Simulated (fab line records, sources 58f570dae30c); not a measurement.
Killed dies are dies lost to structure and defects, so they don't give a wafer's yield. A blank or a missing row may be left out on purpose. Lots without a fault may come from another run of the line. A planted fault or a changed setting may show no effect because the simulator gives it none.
Which tool did it? | flow berkeley_cmos170 | 13 lots, 39 wafers sampled, at 5 steps of a route of 331

WHAT THE GAUGES READ, wafer by wafer
UCB170_SPACER_THK_MEAS_01.
lot  | measured     | on            | SPACER_TEOS_THK (nm)
L399 | day 5 23:41  | film_metro-01 | 383 384 381
L401 | day 6 18:35  | film_metro-03 | 368 377 380
L403 | day 7 08:47  | film_metro-04 | 371 376 380
L405 | day 7 15:58  | film_metro-03 | 382 382 385
L409 | day 8 12:38  | film_metro-04 | 457 373 379
L412 | day 9 04:30  | film_metro-03 | 378 382 384
L410 | day 9 05:11  | film_metro-03 | 374 374 380
L413 | day 9 16:14  | film_metro-01 | 373 379 376
L415 | day 10 06:17 | film_metro-01 | 374 375 381
L416 | day 10 07:17 | film_metro-01 | 376 379 377
L414 | day 10 07:26 | film_metro-03 | 376 376 377
L421 | day 11 02:11 | film_metro-04 | 372 380 376
L420 | day 11 03:13 | film_metro-01 | 373 382 386

UCB170_NSD_CD_MEAS_06: target cd 1200 nm.
lot  | measured     | on        | cd_nm (nm)
L399 | day 6 09:38  | cd_sem-01 | 1199.9 1200.3 1199.9
L401 | day 7 02:03  | cd_sem-02 | 1200.7 1199.0 1199.7
L403 | day 7 15:40  | cd_sem-01 | 1199.7 1198.4 1200.4
L405 | day 8 01:23  | cd_sem-01 | 1203.2 1200.4 1201.8
L409 | day 8 17:50  | cd_sem-01 | 1201.8 1202.7
L412 | day 9 14:01  | cd_sem-01 | 1200.0 1201.4 1199.2
L410 | day 9 14:08  | cd_sem-02 | 1197.7 1197.2 1198.2
L413 | day 9 22:37  | cd_sem-01 | 1197.9 1199.2 1199.1
L415 | day 10 12:51 | cd_sem-01 | 1199.7 1198.4 1197.1
L416 | day 10 12:38 | cd_sem-02 | 1203.2 1201.7 1201.7
L414 | day 10 13:55 | cd_sem-02 | 1198.0 1197.6 1197.4
L421 | day 11 08:44 | cd_sem-02 | 1201.6 1201.2 1201.7
L420 | day 11 09:29 | cd_sem-02 | 1198.8 1199.7 1199.4

UCB170_NSD_OVL_MEAS_07.
lot  | measured     | on         | NSD_OVL (nm)
L399 | day 6 09:43  | overlay-02 | 8 1 5
L401 | day 7 02:10  | overlay-02 | -4 -2 3
L403 | day 7 15:47  | overlay-02 | 0 3 0
L405 | day 8 01:29  | overlay-01 | 1 -13 -12
L409 | day 8 17:56  | overlay-01 | -1 2
L412 | day 9 14:08  | overlay-01 | -5 -3 -8
L410 | day 9 14:16  | overlay-02 | 4 6 2
L413 | day 9 22:44  | overlay-01 | 4 2 -8
L415 | day 10 12:58 | overlay-02 | -2 3 2
L416 | day 10 12:43 | overlay-01 | 2 2 -3
L414 | day 10 14:02 | overlay-02 | 4 3 -4
L421 | day 11 08:52 | overlay-01 | -8 3 -8
L420 | day 11 09:34 | overlay-02 | 4 7 0

WHICH TOOL RAN EACH LOT (tool, then ch and the chambers of the sampled wafers, then the start)
lot  | UCB170_SPACER_CVD_00            | UCB170_SPACER_ETCHBACK_03
L399 | pecvd-01 ch 0,1,2, day 5 23:38  | rie_diel-03 ch 0,1, day 6 06:11
L401 | pecvd-01 ch 1,2, day 6 18:31    | rie_diel-03 ch 0,1, day 6 21:46
L403 | pecvd-02 ch 0,1, day 7 08:44    | rie_diel-01 ch 0,1,3, day 7 12:13
L405 | pecvd-03 ch 0,1,2, day 7 15:55  | rie_diel-04 ch 0,1,3, day 7 21:31
L409 | pecvd-01 ch 0,1, day 8 12:35    | rie_diel-01 ch 1,2, day 8 14:12
L412 | pecvd-03 ch 2, day 9 04:26      | rie_diel-04 ch 1,3, day 9 11:01
L410 | pecvd-02 ch 0,1, day 9 05:09    | rie_diel-03 ch 0,1,3, day 9 11:01
L413 | pecvd-03 ch 0, day 9 16:10      | rie_diel-04 ch 2,3, day 9 19:53
L415 | pecvd-03 ch 0,2, day 10 06:12   | rie_diel-01 ch 0,1,3, day 10 08:56
L416 | pecvd-02 ch 0,2, day 10 07:13   | rie_diel-03 ch 1,3, day 10 08:56
L414 | pecvd-03 ch 0,1,2, day 10 07:23 | rie_diel-04 ch 1,2, day 10 11:07
L421 | pecvd-03 ch 0,2, day 11 02:07   | rie_diel-03 ch 1,2,3, day 11 05:10
L420 | pecvd-02 ch 1,2, day 11 03:10   | rie_diel-03 ch 0,1,2, day 11 05:14
- UCB170_SPACER_CVD_00: deposits SiO2 from TEOS/O2, target thk 376 nm, time 47 s.
- UCB170_SPACER_ETCHBACK_03: etches SiO2 in CHF3/CF4/Ar, stops on Si, target depth 376 nm, time 100 s.

WHAT THE TOOLS THEMSELVES READ (means of the sampled wafers that have a number; where no wafer has one, the mark that the record gives instead)
UCB170_SPACER_CVD_00.
lot  | tool     | heater_power_w (W) | run_length_s (s)
L399 | pecvd-01 | 322                | 74.6
L401 | pecvd-01 | 299                | 75.1
L403 | pecvd-02 | 268                | 74.7
L405 | pecvd-03 | 273                | 74.9
L409 | pecvd-01 | 372                | 78.7
L412 | pecvd-03 | 327                | 74.8
L410 | pecvd-02 | 239                | 74.4
L413 | pecvd-03 | 184                | 74.6
L415 | pecvd-03 | 240                | 74.7
L416 | pecvd-02 | 238                | 74.7
L414 | pecvd-03 | 269                | 74.7
L421 | pecvd-03 | 246                | 74.6
L420 | pecvd-02 | 217                | 74.6

UCB170_SPACER_ETCHBACK_03.
lot  | tool        | drypump_motor_current_A (A) | mfc_ar_sccm (sccm) | oes_product_au (a.u.) | throttle_valve_pct (%)
L399 | rie_diel-03 | 5.9                         | 120.0              | 0.903                 | 6.36
L401 | rie_diel-03 | 6.0                         | 120.0              | 0.888                 | 6.36
L403 | rie_diel-01 | 5.4                         | 119.8              | 0.893                 | 6.59
L405 | rie_diel-04 | 5.2                         | 119.9              | 0.916                 | 6.57
L409 | rie_diel-01 | 5.1                         | 119.9              | 0.923                 | 6.62
L412 | rie_diel-04 | 4.9                         | 120.4              | 0.903                 | 6.56
L410 | rie_diel-03 | 5.9                         | 120.0              | 0.895                 | 6.34
L413 | rie_diel-04 | 5.5                         | 120.0              | 0.887                 | 6.57
L415 | rie_diel-01 | 5.4                         | 119.9              | 0.895                 | 6.60
L416 | rie_diel-03 | 5.6                         | 119.8              | 0.903                 | 6.33
L414 | rie_diel-04 | 5.9                         | 120.0              | 0.900                 | 6.69
L421 | rie_diel-03 | 5.7                         | 120.2              | 0.898                 | 6.41
L420 | rie_diel-03 | 5.9                         | 120.0              | 0.891                 | 6.46

THE ANSWER, worked out from the rows above alone
Rule: what is usual is taken from the lots themselves. Put in order of their means at a reading, lots are off if they are a third of the lots or fewer, leave a main group of 4 or more, and stand apart from it by a gap of 3 or more times the standard deviation of the main group's means; of several such gaps the widest counts. A main group whose means are all the same, to the digits that the tables above print for the reading, isn't used. A lot without any number at a reading at which 4 lots or more have one is off too. The other lots that the step has rows for count as sound. The gauges are gone through in route order, then the tools' own readings, and for those a lot's mean is taken as printed above. The first step at which some lot is off is used, and at that step the reading that is off furthest; a lot without a number counts as furthest.
Off: L409, at UCB170_SPACER_THK_MEAS_01 (SPACER_TEOS_THK). The main group: mean 378 nm, standard deviation 2.8.
A tool fits if, at a process step before that reading, it ran every lot that is off, and no sound lot after the first of them. The gauges at UCB170_SPACER_THK_MEAS_01 aren't tried: what is off there is off at UCB170_SPACER_CVD_00 too, on other tools, and a gauge's error can't cause that. One fits: pecvd-01 at UCB170_SPACER_CVD_00. Its last sound lot is L401 (day 6 18:31), its first lot that is off L409 (day 8 12:35): a fault that began between those two fits.
The tool's own readings at UCB170_SPACER_CVD_00 bear it out: on the lots that are off they differ by more than 5 times the standard deviation of the sound lots' means. run_length_s reads 78.7 s there against 74.7 s on the sound lots.

WHAT THE SIMULATOR HAD PUT IN
Process parameter drift: pecvd-01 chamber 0, from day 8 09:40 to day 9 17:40, at UCB170_SPACER_CVD_00. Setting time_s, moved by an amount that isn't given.
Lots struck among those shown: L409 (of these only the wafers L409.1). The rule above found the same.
